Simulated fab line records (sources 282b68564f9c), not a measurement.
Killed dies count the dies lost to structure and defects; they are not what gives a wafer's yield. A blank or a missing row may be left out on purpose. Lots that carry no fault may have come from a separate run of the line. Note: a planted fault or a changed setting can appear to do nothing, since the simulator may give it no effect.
A lot that was struck, set against a sound lot + flow rit_cmos + 15 out of 202 route steps
Sound: wafers L700.1, L700.3, L700.6. Struck: wafers L705.2, L705.3, L705.5. The cause is named last.
Per side, at each step with rows, come the tool, then ch with its chambers, and then its first start. Under that, the readings that differ: sound wafers + struck wafers + difference of the means + sigmas: that difference in standard deviations of wafers without a fault.
alike: words and numbers the same on both sides, and readings whose means are apart by under 2 such deviations; not compared: readings that were withheld, readings missing a value for some wafer, numbers with overlapping values and no deviation given by the record, and bounds like >300 which may hide the same value.
A row with sigmas, a row that says differs or no value, or rows on one side alone: a step with any of these is where the two part. Numbers that have no deviation but don't overlap get no sigmas and don't part them. Lack of a reading on every wafer of one side parts them only where that side has two or more wafers.

RIT_GATE_THK_MEAS_07:
  sound on film_metro-01, day 4 18:57; struck on film_metro-04, day 5 13:21
  alike: GATE_OXIDE_THK
then, 1 step without rows for these wafers: RIT_GATE_CVD_08 (deposits poly-Si from SiH4, target thk 250 nm, time 2220 s).
RIT_GATE_THK_MEAS_09:
  sound on film_metro-01, day 4 20:37; struck on film_metro-04, day 5 15:02
| reading            | sound             | struck            | difference | sigmas |
|--------------------|-------------------|-------------------|------------|--------|
| GATE_POLY_THK (nm) | 245.7 244.6 243.6 | 236.5 236.0 235.9 | -8.5       | -3     |
then, 6 steps without rows for these wafers: RIT_GATE_HMDS_10 (prime time 60 s); RIT_GATE_COAT_11 (resist thk 850 nm); RIT_GATE_SOFTBAKE_12 (time 60 s); RIT_GATE_EXPOSE_13 (exposes mask M6, target cd 150 nm); RIT_GATE_PEB_14; RIT_GATE_DEVELOP_15 (develop time 50 s).
RIT_GATE_CD_MEAS_16 targets a cd of 150 nm.
  sound on cd_sem-02, day 4 21:42; struck on cd_sem-01, day 5 16:11
  alike: cd_nm
RIT_GATE_OVL_MEAS_17:
  sound on overlay-01, day 4 21:49; struck on overlay-02, day 5 16:17
  alike: GATE_OVL
then, 1 step without rows for these wafers: RIT_GATE_HARDBAKE_18 (time 60 s).
RIT_GATE_ETCH_19: etches poly-Si in SF6/CHF3/O2, stops on SiO2, time 165 s, target depth 312.5 nm.
  sound on rie_si-02 ch 1,3, day 4 22:00; struck on rie_si-01 ch 0,1,3, day 5 16:33
| reading                                   | sound             | struck            | difference | sigmas |
|-------------------------------------------|-------------------|-------------------|------------|--------|
| oes_product_au (a.u.)                     | 0.830 0.839 0.827 | 0.744 0.768 0.755 | -0.076     | -7     |
| run_length_s (s)                          | 193.3 193.2 193.0 | 209.5 210.3 210.4 | +16.9      | +53    |
| model.NOVOLAK_of_GATE_COAT_11.thk_nm (nm) | 672.5 673 675.3   | 657.3 661.9 660.9 | -13.6      |        |
  alike: chamber_pressure_mTorr, drypump_motor_current_A, throttle_valve_pct
  not compared: rf_hours_counter_h
RIT_GATE_STRIP_20: strips in O2, time 180 s.
  sound on plasma_asher-01 ch 0,1, day 4 22:07; struck on plasma_asher-02 ch 0,1, day 5 16:40
  alike: chamber_pressure_mTorr, drypump_motor_current_A
  not compared: rf_hours_counter_h
RIT_M1_PROBE_99:
  sound on prober-02, day 5 19:18; struck on prober-01, day 6 12:38
  alike: killed_at_contacts, killed_at_front_end, killed_dies, killed_open, killed_short

## WHERE THEY PART
At RIT_GATE_THK_MEAS_09 first; at RIT_GATE_ETCH_19 last (within this record only). Later steps at which nothing parts them and some readings are alike: RIT_GATE_STRIP_20, RIT_M1_PROBE_99.

WHY: what the simulator had put in
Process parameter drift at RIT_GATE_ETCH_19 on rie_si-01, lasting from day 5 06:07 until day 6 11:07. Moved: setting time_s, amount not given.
